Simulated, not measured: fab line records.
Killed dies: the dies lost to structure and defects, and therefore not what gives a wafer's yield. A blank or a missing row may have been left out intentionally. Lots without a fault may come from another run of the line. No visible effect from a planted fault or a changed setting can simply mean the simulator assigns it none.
Comparing a struck lot with a sound one / flow berkeley-cmos170 / 15 steps out of a route of 331
Sound: these wafers, L612.2, L612.3, L612.4. The struck wafers were L623.1, L623.3, L623.5. At the end, the cause is stated.
Order at every step that has rows: each side's tool, ch and its chambers, its first start. Under that, the readings that differ: sound wafers / struck wafers / difference of the means / sigmas: that difference in standard deviations of wafers without a fault.
alike: words and numbers the same on both sides, and readings whose means are apart by under 2 such deviations; not compared: readings that were withheld, readings missing a value for some wafer, numbers with overlapping values and no deviation given by the record, and bounds like >300 which may hide the same value.
A row with sigmas, a row that says differs or no value, or rows on one side alone: a step with any of these is where the two part. When numbers do not overlap yet have no deviation, they are printed without sigmas and do not part them. Lack of a reading on every wafer of one side parts them only where that side has two or more wafers.

UCB170_NWELL_OVL_MEAS_12:
  sound: overlay-01 at day 2 21:23; struck: overlay-02 at day 5 07:10
  alike: NWELL_OVL
UCB170_NWELL_ETCH_13: etches Si3N4 in CH3F/Ar/O2, stops on SiO2, target depth 246.4 nm, time 154 s.
  sound on rie-diel-01 ch 0,2,3, day 2 21:25; struck on rie-diel-01 ch 1,2, day 5 07:11
  alike: drypump-motor-current-A, oes-product-au, throttle-valve-pct
  not compared: rf-hours-counter-h
after that, 1 step had no rows for these wafers: UCB170_NWELL_IMPLANT_14.
UCB170_NWELL_STRIP_15: strips in O2.
  sound on plasma-asher-04 ch 0,1, day 2 21:40; struck on plasma-asher-04 ch 0,1, day 5 07:27
  alike: drypump-motor-current-A, oes-product-au, strip-time-to-endpoint-s
  not compared: rf-hours-counter-h
UCB170_NWELL_TW_MEAS_16:
  sound: film-metro-03 at day 2 21:46; struck: film-metro-01 at day 5 07:33
reading=NWELL_TW; sound=1275 1263 1261; struck=1238 1232 1228; difference=-34; sigmas=-3
then, 6 steps without rows for these wafers: UCB170_NWELL_CLEAN_17 (cleans in SPM, time 600 s); UCB170_NWELL_WET_ETCH_18 (etches Si3N4 in H3PO4, time 14400 s); UCB170_NWELL_WET_ETCH_19 (etches SiO2 in BOE, time 22 s); UCB170_PWELL_CLEAN_00 (cleans in SPM, time 600 s); UCB170_PWELL_CLEAN_01 (cleans in dHF, time 60 s); UCB170_PWELL_OXIDATION_02 (target thk 26.4 nm, ox time 1260 s).
UCB170_PWELL_THK_MEAS_03:
  sound: film-metro-01 at day 3 09:18; struck: film-metro-04 at day 5 16:52
  alike: PWELL_OXIDE_THK
UCB170_PWELL_ANNEAL_04: time 900 s.
  sound on furnace-01 ch 0, day 3 13:11; struck on furnace-01 ch 0, day 5 20:24
reading=spike-tc-centre-C (C); sound=1001.2 1001.1 1001.6; struck=1009.9 1007.3 1007.1; difference=+6.8; sigmas=+5
reading=spike-tc-source-C (C); sound=1024.7 1024.9 1023.3; struck=1031.8 1030.9 1031.7; difference=+7.2; sigmas=+7
reading=tube-center-temp-C (C); sound=999.85 999.94 1000.1; struck=1007.1 1007.2 1007.2; difference=+7.2; sigmas=+74
reading=tube_center_temp_C_max; sound=1002.7 1002.5 1002.6; struck=1009.6 1009.1 1010.6; difference=+7.2; sigmas=+16
then, 1 step without rows for these wafers: UCB170_PWELL_CVD_05 (deposits Si3N4 from SiH2Cl2/NH3, target thk 220 nm, time 3300 s).
UCB170_M3_PROBE_99:
  rows exist in the record for the sound wafers here (prober-01, day 8 15:22), none for the struck ones

## WHERE THEY PART
First at UCB170_NWELL_TW_MEAS_16; last, within this record, at UCB170_M3_PROBE_99.

WHY: whatever the simulator had introduced
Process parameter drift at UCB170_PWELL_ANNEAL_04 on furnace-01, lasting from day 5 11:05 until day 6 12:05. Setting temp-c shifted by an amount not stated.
